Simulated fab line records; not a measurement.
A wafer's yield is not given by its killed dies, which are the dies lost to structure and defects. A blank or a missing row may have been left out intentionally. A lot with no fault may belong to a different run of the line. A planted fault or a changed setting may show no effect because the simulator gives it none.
The tool behind it: which one? -- flow ritCmos -- Sampling: 16 lots, 48 wafers, 2 of 202 route steps

WHAT THE GAUGES READ, wafer by wafer
RIT_M1_OVL_MEAS_10. Usual: M1_OVL typically reads -0.3 nm, with standard deviation 1.8.
lot,measured,on,M1_OVL (nm),flag
L396,day 3 09:26,overlay-02,2.4 1.5 1.5,
L399,day 3 21:31,overlay-02,-0.5 -1.4 -0.8,
L401,day 4 07:52,overlay-01,-0.6 -1.8 -1.0,
L402,day 4 11:26,overlay-02,-3.0 -0.6 -3.2,
L403,day 4 17:58,overlay-01,-3.5 -2.8 -3.1,
L404,day 4 22:18,overlay-02,1.3 2.5 2.9,
L405,day 5 04:32,overlay-02,-1.7 -3.9 -1.9,
L406,day 5 08:50,overlay-02,-1.6 0.3 0.4,
L408,day 5 17:46,overlay-01,1.0 1.0 0.9,
L409,day 6 00:05,overlay-02,-1.0 -3.0 -0.7,
L410,day 6 05:06,overlay-01,805.6 804.8 805.9,OFF
L411,day 6 09:10,overlay-02,810.4 808.2 809.2,OFF
L412,day 6 15:07,overlay-01,1.5 0.8 1.2,
L413,day 6 19:49,overlay-02,808.4 807.6 808.9,OFF
L414,day 7 00:39,overlay-02,803.3 804.7 803.7,OFF
L419,day 8 00:58,overlay-01,0.9 -0.7 0.2,

WHAT TOOL EACH LOT RAN ON (gives the tool, then ch and the chambers of the sampled wafers, and finally the start)
lot,RIT_M1_EXPOSE_06
L396,"ilineStepper-02 ch 0, day 3 08:55"
L399,"ilineStepper-01 ch 0, day 3 20:58"
L401,"ilineStepper-01 ch 0, day 4 07:19"
L402,"ilineStepper-01 ch 0, day 4 10:55"
L403,"ilineStepper-01 ch 0, day 4 17:26"
L404,"ilineStepper-02 ch 0, day 4 21:46"
L405,"ilineStepper-01 ch 0, day 5 04:01"
L406,"ilineStepper-01 ch 0, day 5 08:17"
L408,"ilineStepper-02 ch 0, day 5 17:13"
L409,"ilineStepper-01 ch 0, day 5 23:25"
L410,"ilineStepper-01 ch 0, day 6 04:33"
L411,"ilineStepper-01 ch 0, day 6 08:37"
L412,"ilineStepper-02 ch 0, day 6 14:35"
L413,"ilineStepper-01 ch 0, day 6 19:17"
L414,"ilineStepper-01 ch 0, day 6 23:55"
L419,"ilineStepper-02 ch 0, day 8 00:25"
- RIT_M1_EXPOSE_06: exposes mask M12, target cd 2600 nm.

WHAT THE TOOLS THEMSELVES READ (means of the sampled wafers that have a number; where no wafer has one, the mark that the record gives instead)
The record holds no such reading with a usual standard deviation.

THE ANSWER, worked out from the rows above alone
Rule: take the mean of a lot's wafers that have a number; if it is more than 3 standard deviations from the usual mean, the lot is off. A lot without any number at a reading at which 4 lots or more have one is off too. The other lots that the step has rows for count as sound. Order of review: gauges by route order, followed by the tools' own readings, for which a lot's mean as printed above is used. The first step at which some lot is off is used, and at that step the reading that is off furthest; a lot without a number counts as furthest.
Off: L410, L411, L413, L414, at RIT_M1_OVL_MEAS_10 (M1_OVL).
If a tool, at a process step before that reading, ran all the lots that are off and no sound lot after the first of them, it fits. Those tools and the gauges at RIT_M1_OVL_MEAS_10 are tried in the same way. One fits: ilineStepper-01 at RIT_M1_EXPOSE_06. Its last sound lot is L409 (day 5 23:25), its first lot that is off L410 (day 6 04:33): a fault that began between those two fits.

WHAT THE SIMULATOR HAD INSERTED
Scanner matching overlay: ilineStepper-01, from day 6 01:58 on, at RIT_M1_EXPOSE_06. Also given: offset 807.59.
Lots struck among those shown: L410, L411, L413, L414. Same finding as the rule above.
